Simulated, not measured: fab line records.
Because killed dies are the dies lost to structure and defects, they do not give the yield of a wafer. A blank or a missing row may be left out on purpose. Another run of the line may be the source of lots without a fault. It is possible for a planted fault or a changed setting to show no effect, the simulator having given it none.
Commonality check across tools / flow berkeley-cmos170 / 39 wafers sampled across 13 lots

== WHY IT WAS OPENED ==
UCB170_NLDD_TW_MEAS_11, reading NLDD_TW: flagged on 1 of 13 lots. Wafers without a fault read 2201, standard deviation 14.
Rule: a lot gets a flag if all its wafers with a number sit over 4 standard deviations from that mean, or if no wafer of it has a number. The other lots count as sound.

lot=L936; measured=day 7 19:33; on=film-metro-02; NLDD_TW, wafer by wafer=2194 2189 2187; flag=
lot=L937; measured=day 7 19:59; on=film-metro-04; NLDD_TW, wafer by wafer=2213 2210 2207; flag=
lot=L938; measured=day 8 07:48; on=film-metro-01; NLDD_TW, wafer by wafer=2229 2227 2225; flag=
lot=L939; measured=day 8 15:53; on=film-metro-04; NLDD_TW, wafer by wafer=2206 2222 2217; flag=
lot=L941; measured=day 8 16:30; on=film-metro-02; NLDD_TW, wafer by wafer=2206 2194 2203; flag=
lot=L943; measured=day 9 02:32; on=film-metro-02; NLDD_TW, wafer by wafer=29 30 30; flag=FLAGGED
lot=L942; measured=day 9 02:56; on=film-metro-04; NLDD_TW, wafer by wafer=2202 2202 2203; flag=
lot=L949; measured=day 10 16:31; on=film-metro-04; NLDD_TW, wafer by wafer=2205 2202 2208; flag=
lot=L951; measured=day 11 08:31; on=film-metro-04; NLDD_TW, wafer by wafer=2193 2211 2198; flag=
lot=L953; measured=day 11 19:39; on=film-metro-02; NLDD_TW, wafer by wafer=2200 2202 2191; flag=
lot=L954; measured=day 12 00:55; on=film-metro-02; NLDD_TW, wafer by wafer=2178 2182 2183; flag=
lot=L955; measured=day 12 07:41; on=film-metro-02; NLDD_TW, wafer by wafer=2198 2191 2183; flag=
lot=L958; measured=day 13 05:30; on=film-metro-04; NLDD_TW, wafer by wafer=2218 2211 2225; flag=
Flagged lots average 30: -2171 relative to the usual, that is -99 or more standard deviations.

== WHICH TOOL RAN EACH LOT ==
The record holds 1 process step before the reading, out of a route of 331 steps. Cell contents, in order: the tool; ch with the chambers the sampled wafers went through; the start.
lot=L936; flag=; UCB170_NLDD_EXPOSE_03=krf-scanner-02 ch 0, day 7 18:37
lot=L937; flag=; UCB170_NLDD_EXPOSE_03=krf-scanner-01 ch 0, day 7 19:02
lot=L938; flag=; UCB170_NLDD_EXPOSE_03=krf-scanner-01 ch 0, day 8 06:51
lot=L939; flag=; UCB170_NLDD_EXPOSE_03=krf-scanner-01 ch 0, day 8 14:56
lot=L941; flag=; UCB170_NLDD_EXPOSE_03=krf-scanner-01 ch 0, day 8 15:20
lot=L943; flag=FLAGGED; UCB170_NLDD_EXPOSE_03=krf-scanner-01 ch 0, day 9 01:13
lot=L942; flag=; UCB170_NLDD_EXPOSE_03=krf-scanner-01 ch 0, day 9 01:40
lot=L949; flag=; UCB170_NLDD_EXPOSE_03=krf-scanner-01 ch 0, day 10 15:32
lot=L951; flag=; UCB170_NLDD_EXPOSE_03=krf-scanner-02 ch 0, day 11 07:26
lot=L953; flag=; UCB170_NLDD_EXPOSE_03=krf-scanner-01 ch 0, day 11 18:43
lot=L954; flag=; UCB170_NLDD_EXPOSE_03=krf-scanner-02 ch 0, day 11 23:49
lot=L955; flag=; UCB170_NLDD_EXPOSE_03=krf-scanner-01 ch 0, day 12 06:33
lot=L958; flag=; UCB170_NLDD_EXPOSE_03=krf-scanner-01 ch 0, day 13 04:04
These steps, and what they do:
- UCB170_NLDD_EXPOSE_03: exposes mask NSELECT, target cd 1200 nm.
- UCB170_NLDD_TW_MEAS_11

== FLAGGED AGAINST TOTAL, ONE TOOL AT A TIME (gauges that did the reading follow at the end) ==
step=UCB170_NLDD_EXPOSE_03; tool=krf-scanner-01; lots run=10; flagged=1; share of the flagged lots=all; sound lots run after its first flagged lot=5 (L942,L949,L953,L955,L958)
step=UCB170_NLDD_EXPOSE_03; tool=krf-scanner-02; lots run=3; flagged=0; share of the flagged lots=none; sound lots run after its first flagged lot=-
step=UCB170_NLDD_TW_MEAS_11; tool=film-metro-01; lots run=1; flagged=0; share of the flagged lots=none; sound lots run after its first flagged lot=-
step=UCB170_NLDD_TW_MEAS_11; tool=film-metro-02; lots run=6; flagged=1; share of the flagged lots=all; sound lots run after its first flagged lot=3 (L953,L954,L955)
step=UCB170_NLDD_TW_MEAS_11; tool=film-metro-04; lots run=6; flagged=0; share of the flagged lots=none; sound lots run after its first flagged lot=-

== WHAT THE TABLE PERMITS ==
Every flagged lot went through 2 rows of the table: krf-scanner-01 at UCB170_NLDD_EXPOSE_03 and film-metro-02 at UCB170_NLDD_TW_MEAS_11.
- krf-scanner-01 at UCB170_NLDD_EXPOSE_03 ran 10 lots, 1 of them flagged. Sound lots followed the first flagged one (L942, L949, L953, L955, L958) on it, something a lasting fault affecting the whole tool could not allow.
- film-metro-02 at UCB170_NLDD_TW_MEAS_11 ran 6 lots, 1 of them flagged. Sound lots followed the first flagged one (L953, L954, L955) on it, something a lasting fault affecting the whole tool could not allow.
Not one row of the table ran every flagged lot while running no sound lot after the first.

== WHAT WAS PUT IN BY THE SIMULATOR ==
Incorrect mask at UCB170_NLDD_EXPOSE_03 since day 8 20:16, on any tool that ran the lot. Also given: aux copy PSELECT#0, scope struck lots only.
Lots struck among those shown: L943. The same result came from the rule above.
